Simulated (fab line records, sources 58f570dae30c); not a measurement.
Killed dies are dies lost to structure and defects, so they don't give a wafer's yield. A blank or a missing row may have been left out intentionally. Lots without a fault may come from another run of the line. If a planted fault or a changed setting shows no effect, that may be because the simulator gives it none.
fab line records	flow berkeleyCmos170
[record] lots = 6	wafers = 18	lastDay = 11
route steps=331 shown SPACER@172 PSD@175 NSD@187
lots that met no fault: taken from a fault-free run of the same line
startH: the number of hours between the record's first day and the start of the first shown wafer of the lot	waitH: hours from the lot's prior step to this one	" identical to the entry in the row above	L1.1+2: a single row standing in for several wafers	- no value, or no start given	* or withheld: withheld	< > ~ a bound
route shown NAME@n: a module of which the file shows steps, and the number in the route of the first	usual: average and standard deviation across the fault-free wafers	same: alike in all rows	chamber/n: place in a boat	sites: each site's reading	_std_site: their standard deviation	_edge_site: inner sites' mean taken away from outer sites' mean	radiusMm: for every site, how far away it sits from the centre of the wafer	mask NAME#n: copy n	behind: the most recent tool/chamber to have shaped the wafer	hold: why the lot was held/for how many hours/how that ended	device: the transistor (n, p or np) that didn't switch	end of line: the tests these same wafers got at the end of their route	where a step has no rows: the recipe by itself	killed: count of dies lost to structure and defects at first sort (not the wafer's yield)	map: the dies of a wafer, with x for killed, . for not killed, _ for no die there
set.NAME: the setting that was run; set.NAME@STEP: the one run at that earlier step	model.NAME: the simulator's own value behind a step, which no gauge read
a table for each step, a row for each wafer; lots at some steps of the route
services: the hour from which a tool's chamber was out of use, counted from the record's first day as startH (under 0 if before that day), plus the number of hours and why
[[steps]]
[step UCB170_SPACER_THK_MEAS_01]
[recipe] reads = SiO2_of_SPACER_CVD_00
[usual] SPACER_TEOS_THK = 377/4.8
lot.wafer	tool	chamber	startH	waitH	SPACER_TEOS_THK[nm]
L547.1	filmMetro-04	-	141.77	0.0	373
L547.2	"	-	"	"	375
L547.6	"	-	"	"	378
L556.1	filmMetro-01	-	176.66	0.0	366
L556.3	"	-	"	"	371
L556.5	"	-	"	"	385
L557.1	filmMetro-03	-	176.74	0.0	373
L557.2	"	-	"	"	372
L557.4	"	-	"	"	385
L562.1	filmMetro-01	-	204.45	0.0	378
L562.2	"	-	"	"	373
L562.6	"	-	"	"	376
L564.2	filmMetro-01	-	227.13	0.1	368
L564.3	"	-	"	"	372
L564.6	"	-	"	"	369
L567.1	filmMetro-01	-	235.15	0.0	367
L567.2	"	-	"	"	372
L567.5	"	-	"	"	377
[step UCB170_SPACER_ANNEAL_02]
[recipe] tempC = 900	timeS = 1800	ambient = N2
[step UCB170_SPACER_ETCHBACK_03]
[recipe] stopOn = Si	target = SiO2	chemistry = CHF3/CF4/Ar	CHF3_flow_sccm = 50	cf4FlowSccm = 10	Ar_flow_sccm = 120	pressureMtorr = 200	rfW = 500	targetDepthA = 3760	timeS = 100
[usual] drypumpMotorCurrentA = 5.8/0.47	oesProductAu = 0.901/0.017	throttleValvePct = 6.48/0.11
lot.wafer	tool	chamber	startH	waitH	drypumpMotorCurrentA	oesProductAu	rfHoursCounterH	throttleValvePct
L547.1	rieDiel-02	0	145.20	0.0	5.1	0.913	18	6.38
L547.2	"	3	"	"	5.7	0.900	18	6.57
L547.6	"	1	"	"	5.1	0.881	-	6.55
L556.1	rieDiel-02	0	180.42	0.0	5.1	0.884	20	6.38
L556.3	"	1	"	"	5.1	0.868	10	6.54
L556.5	"	3	"	"	5.7	0.921	-	6.57
L557.1	rieDiel-03	3	180.42	0.0	5.6	0.900	42	6.52
L557.2	"	0	"	"	6.1	0.895	113	6.54
L557.4	"	1	"	"	5.6	0.883	128	6.49
L562.1	rieDiel-03	3	208.60	0.0	5.5	0.905	43	6.54
L562.2	"	0	"	"	6.0	0.890	114	6.53
L562.6	"	1	"	"	5.6	0.870	-	6.47
L564.2	rieDiel-01	3	232.40	0.0	6.0	0.894	44	6.43
L564.3	"	0	"	"	5.6	0.878	128	6.33
L564.6	"	3	"	"	6.0	0.900	-	6.43
L567.1	rieDiel-01	0	240.24	0.0	5.6	0.870	129	6.32
L567.2	"	3	"	"	6.0	0.900	45	6.43
L567.5	"	0	"	"	5.6	0.899	-	6.30
[step UCB170_PSD_HMDS_00]
[recipe] primeTimeS = 60	primeTempC = 100
[step UCB170_PSD_COAT_01]
[recipe] resist = KrF	spinRpm = 1500	resistThkNm = 900
[step UCB170_PSD_SOFTBAKE_02]
[recipe] resist = KrF	tempC = 130	timeS = 60
[step UCB170_PSD_EXPOSE_03]
[recipe] maskId = PSELECT_MOD	na = 0.5	sigmaOuter = 0.6	sourceShape = conventional	targetCdNm = 1200	doseMj = 30
[step UCB170_PSD_PEB_04]
[recipe] pebTempC = 130	pebTimeS = withheld	resist = KrF
[step UCB170_PSD_DEVELOP_05]
[recipe] developer = TMAH	developTimeS = 45	resist = KrF	devTempC = 21
[step UCB170_PSD_CD_MEAS_06]
[recipe] targetCdNm = 1200
[usual] cdNm = 1200.2/1.4
lot.wafer	tool	chamber	startH	waitH	cdNm
L547.1	cdSem-01	-	147.49	-	1200.8
L547.2	"	-	"	"	1199.3
L547.6	"	-	"	"	1198.0
L556.1	cdSem-02	-	181.50	-	1198.5
L556.3	"	-	"	"	1198.2
L556.5	"	-	"	"	1198.9
L557.1	cdSem-02	-	181.78	-	1201.5
L557.2	"	-	"	"	1201.2
L557.4	"	-	"	"	1201.3
L562.1	cdSem-01	-	210.13	-	1200.3
L562.2	"	-	"	"	1200.3
L562.6	"	-	"	"	1201.5
L564.2	cdSem-02	-	233.33	-	1200.6
L564.3	"	-	"	"	1200.1
L564.6	"	-	"	"	1201.2
L567.1	cdSem-01	-	241.49	-	1200.4
L567.2	"	-	"	"	1200.5
L567.5	"	-	"	"	1199.7
[step UCB170_PSD_OVL_MEAS_07]
[usual] PSD_OVL = 2/6.5
lot.wafer	tool	chamber	startH	waitH	PSD_OVL[nm]
L547.1	overlay-01	-	147.61	0.1	14
L547.2	"	-	"	"	10
L547.6	"	-	"	"	4
L556.1	overlay-02	-	181.62	0.1	13
L556.3	"	-	"	"	12
L556.5	"	-	"	"	12
L557.1	overlay-01	-	181.90	0.1	-6
L557.2	"	-	"	"	1
L557.4	"	-	"	"	3
L562.1	overlay-02	-	210.25	0.1	9
L562.2	"	-	"	"	6
L562.6	"	-	"	"	15
L564.2	overlay-01	-	233.44	0.1	5
L564.3	"	-	"	"	5
L564.6	"	-	"	"	2
L567.1	overlay-02	-	241.61	0.1	-5
L567.2	"	-	"	"	-4
L567.5	"	-	"	"	-1
[step UCB170_PSD_IMPLANT_08]
[recipe] species = B	doseCm2 = 3e+15	energyKev = 20	tiltDeg = 7
[step UCB170_PSD_STRIP_09]
[recipe] chemistry = O2	powerW = 400	pressureMtorr = 3500	platenTempC = withheld	o2FlowSccm = 400	overashFraction = 0.5
[usual] chamberPressureMTorr = 3500/3.3	drypumpMotorCurrentA = 5.6/0.55	oesProductAu = 0.601/0.0045	stripTimeToEndpointS = 29.35/0.064
lot.wafer	tool	chamber	startH	waitH	chamberPressureMTorr	drypumpMotorCurrentA	oesProductAu	rfHoursCounterH	stripTimeToEndpointS	model.KrF_of_PSD_COAT_01.thkNm
L547.1	plasmaAsher-03	0	147.79	0.1	3498	6.3	0.600	38	29.34	0
L547.2	"	1	"	"	3497	5.2	0.602	38	29.40	0
L547.6	"	1	"	"	3496	5.2	0.598	-	29.34	0
L556.1	plasmaAsher-03	0	181.81	0.1	-	-	-	-	-	881.2
L556.3	"	0	"	"	-	-	-	-	-	882.7
L556.5	"	1	"	"	-	-	-	-	-	884.7
L557.1	plasmaAsher-04	1	182.08	0.1	-	-	-	-	-	888.4
L557.2	"	0	"	"	-	-	-	-	-	888.4
L557.4	"	0	"	"	-	-	-	-	-	883.7
L562.1	plasmaAsher-03	1	210.43	0.1	3494	5.1	0.602	44	29.35	0
L562.2	"	0	"	"	3501	6.3	0.592	44	29.38	0
L562.6	"	1	"	"	3499	5.1	0.600	-	29.35	0
L564.2	plasmaAsher-02	0	233.62	0.1	3499	6.3	0.601	60	29.36	0
L564.3	"	1	"	"	3498	4.9	0.595	-	29.32	0
L564.6	"	1	"	"	3494	5.0	0.598	-	29.32	0
L567.1	plasmaAsher-04	1	241.80	0.1	3502	5.7	0.601	14	29.38	0
L567.2	"	0	"	"	3498	5.3	0.594	14	29.34	0
L567.5	"	1	"	"	3497	5.7	0.602	-	29.32	0
[step UCB170_PSD_TW_MEAS_10]
[usual] PSD_TW = 2333/18
lot.wafer	tool	chamber	startH	waitH	PSD_TW
L547.1	filmMetro-04	-	147.89	0.1	2314
L547.2	"	-	"	"	2325
L547.6	"	-	"	"	2330
L556.1	filmMetro-02	-	181.91	0.1	2330
L556.3	"	-	"	"	2334
L556.5	"	-	"	"	2330
L557.1	filmMetro-03	-	182.18	0.1	2367
L557.2	"	-	"	"	2359
L557.4	"	-	"	"	2359
L562.1	filmMetro-04	-	210.53	0.1	2328
L562.2	"	-	"	"	2337
L562.6	"	-	"	"	2344
L564.2	filmMetro-02	-	233.73	0.1	2332
L564.3	"	-	"	"	2336
L564.6	"	-	"	"	2339
L567.1	filmMetro-03	-	241.90	0.1	2348
L567.2	"	-	"	"	2342
L567.5	"	-	"	"	2346
[step UCB170_PSD_CLEAN_11]
[recipe] chemistry = SPM	tempC = 120	timeS = 600
[step UCB170_NSD_HMDS_00]
[recipe] primeTimeS = 60	primeTempC = 100
[step UCB170_NSD_COAT_01]
[recipe] resist = KrF	spinRpm = 1500	resistThkNm = 900
[step UCB170_NSD_SOFTBAKE_02]
[recipe] resist = KrF	tempC = 130	timeS = 60
[step UCB170_NSD_EXPOSE_03]
[recipe] maskId = NSELECT_MOD	na = 0.5	sigmaOuter = 0.6	sourceShape = conventional	targetCdNm = 1200	doseMj = 30
[step UCB170_NSD_PEB_04]
[recipe] pebTempC = 130	pebTimeS = withheld	resist = KrF
[step UCB170_NSD_DEVELOP_05]
[recipe] developer = TMAH	developTimeS = 45	resist = KrF	devTempC = 21
[step UCB170_NSD_CD_MEAS_06]
[recipe] targetCdNm = 1200
[usual] cdNm = 1200.3/1.6
lot.wafer	tool	chamber	startH	waitH	cdNm
L547.1	cdSem-02	-	150.30	-	1200.9
L547.2	"	-	"	"	1202.3
L547.6	"	-	"	"	1200.3
L556.1	cdSem-01	-	183.40	-	1199.2
L556.3	"	-	"	"	1198.8
L556.5	"	-	"	"	1200.1
L557.1	cdSem-02	-	183.71	-	1196.2
L557.2	"	-	"	"	1196.7
L557.4	"	-	"	"	1196.3
L562.1	cdSem-01	-	212.22	-	1199.4
L562.2	"	-	"	"	1199.3
L562.6	"	-	"	"	1199.7
L564.2	cdSem-01	-	235.02	-	1200.6
L564.3	"	-	"	"	1201.9
L564.6	"	-	"	"	1200.8
L567.1	cdSem-01	-	243.79	-	1199.2
L567.2	"	-	"	"	1199.4
L567.5	"	-	"	"	1199.5
[step UCB170_NSD_OVL_MEAS_07]
[usual] NSD_OVL = 2/6.5
lot.wafer	tool	chamber	startH	waitH	NSD_OVL[nm]
L547.1	overlay-01	-	150.42	0.1	0
L547.2	"	-	"	"	-2
L547.6	"	-	"	"	1
L556.1	overlay-01	-	183.52	0.1	-4
L556.3	"	-	"	"	-7
L556.5	"	-	"	"	0
L557.1	overlay-01	-	183.83	0.1	-2
L557.2	"	-	"	"	-11
L557.4	"	-	"	"	-4
L562.1	overlay-02	-	212.34	0.1	1
L562.2	"	-	"	"	-8
L562.6	"	-	"	"	-7
L564.2	overlay-01	-	235.12	0.1	8
L564.3	"	-	"	"	0
L564.6	"	-	"	"	2
L567.1	overlay-02	-	243.91	0.1	1
L567.2	"	-	"	"	1
L567.5	"	-	"	"	-3
[step UCB170_NSD_IMPLANT_08]
[recipe] species = P	doseCm2 = 3e+15	energyKev = 39.78	tiltDeg = 7
[step UCB170_NSD_STRIP_09]
[recipe] chemistry = O2	powerW = 400	pressureMtorr = 3500	platenTempC = withheld	o2FlowSccm = 400	overashFraction = 0.5
[usual] chamberPressureMTorr = 3499/3.8	drypumpMotorCurrentA = 5.5/0.45	oesProductAu = 0.535/0.0048	stripTimeToEndpointS = 35.72/0.083
lot.wafer	tool	chamber	startH	waitH	chamberPressureMTorr	drypumpMotorCurrentA	oesProductAu	rfHoursCounterH	stripTimeToEndpointS
L547.1	plasmaAsher-01	1	150.61	0.1	3499	4.8	0.536	41	35.69
L547.2	"	0	"	"	3498	5.5	0.539	41	35.68
L547.6	"	0	"	"	3502	5.5	0.538	-	35.74
L556.1	plasmaAsher-01	1	183.71	0.1	3498	4.8	0.617	45	61.76
L556.3	"	0	"	"	3500	5.5	0.622	-	61.78
L556.5	"	0	"	"	3504	5.5	0.621	-	61.86
L557.1	plasmaAsher-03	0	184.02	0.1	3501	6.3	0.623	41	61.93
L557.2	"	1	"	"	3497	5.2	0.633	41	61.95
L557.4	"	1	"	"	3499	5.2	0.623	-	61.90
L562.1	plasmaAsher-01	1	212.52	0.1	3499	4.8	0.530	47	35.67
L562.2	"	0	"	"	3501	5.5	0.534	47	35.75
L562.6	"	1	"	"	3501	4.8	0.537	-	35.73
L564.2	plasmaAsher-01	1	235.30	0.1	3499	4.8	0.540	49	35.71
L564.3	"	1	"	"	3498	4.9	0.533	-	35.68
L564.6	"	0	"	"	3501	5.5	0.546	-	35.66
L567.1	plasmaAsher-04	1	244.10	0.1	3505	5.7	0.530	15	35.61
L567.2	"	0	"	"	3498	5.3	0.527	15	35.76
L567.5	"	0	"	"	3503	5.4	0.530	-	35.67
[step UCB170_NSD_TW_MEAS_10]
[usual] NSD_TW = 4190/31
lot.wafer	tool	chamber	startH	waitH	NSD_TW
L547.1	filmMetro-03	-	150.71	0.1	4244
L547.2	"	-	"	"	4250
L547.6	"	-	"	"	4268
L556.1	filmMetro-04	-	183.81	0.1	30
L556.3	"	-	"	"	30
L556.5	"	-	"	"	30
L557.1	filmMetro-02	-	184.12	0.1	30
L557.2	"	-	"	"	30
L557.4	"	-	"	"	30
L562.1	filmMetro-04	-	212.62	0.1	4162
L562.2	"	-	"	"	4182
L562.6	"	-	"	"	4180
L564.2	filmMetro-04	-	235.41	0.1	4153
L564.3	"	-	"	"	4146
L564.6	"	-	"	"	4168
L567.1	filmMetro-02	-	244.20	0.1	4167
L567.2	"	-	"	"	4180
L567.5	"	-	"	"	4156
[step UCB170_NSD_CLEAN_11]
[recipe] chemistry = SPM	tempC = 120	timeS = 600
[[services]]
tool	chamber	startH	hours	kind
rieDiel-03	2	125.00	7.5	repair
rieDiel-01	-	139.84	1.0	repair
plasmaAsher-01	-	146.76	3.8	repair
plasmaAsher-03	-	149.72	6.0	repair
plasmaAsher-01	-	164.80	3.3	repair
plasmaAsher-02	-	167.53	0.4	repair
rieDiel-03	3	169.67	10.1	repair
rieDiel-03	3	180.94	9.5	repair
rieDiel-02	1	184.35	15.8	repair
plasmaAsher-02	-	191.46	2.1	repair
rieDiel-03	-	197.09	3.0	repair
[[key]]
[firstSign] step = UCB170_PSD_STRIP_09	reading = toolRecord	direction = missing
[effect] step = UCB170_NSD_STRIP_09	reading = stripTimeToEndpointS	direction = up	sigmas = 99+	usual = *	struck = *
[effect] step = UCB170_NSD_TW_MEAS_10	reading = NSD_TW	direction = down	sigmas = 99+	usual = 4190	struck = 30
[modelEffect] step = UCB170_PSD_STRIP_09	value = KrF_of_PSD_COAT_01.thkNm	without = 0	struck = 884.8
metAt UCB170_PSD_STRIP_09
struckWafers L556.1,L556.3,L556.5,L557.1,L557.2,L557.4
sortLeftOut L556.1,L556.3,L556.5,L557.1,L557.2,L557.4
testerLeftOut L556,L557
onsetBetween 147.79 181.81
[fault] kind = skippedStepWhole	tool = plasmaAsher-03,plasmaAsher-04	chamber = -	onsetH = 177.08	steps = UCB170_PSD_STRIP_09	scope = struckLotsOnly
// testerLeftOut: of these lots the tester's yield and bins aren't shown, on N5 and GAA mostly nor the transistor test; their killed dies are dies lost to structure and defects alone, not to doping, threshold or leakage, so they don't give the yield
// sortLeftOut: the simulated sort isn't trusted on such a fault, so these wafers' sort isn't shown, and their yield isn't known
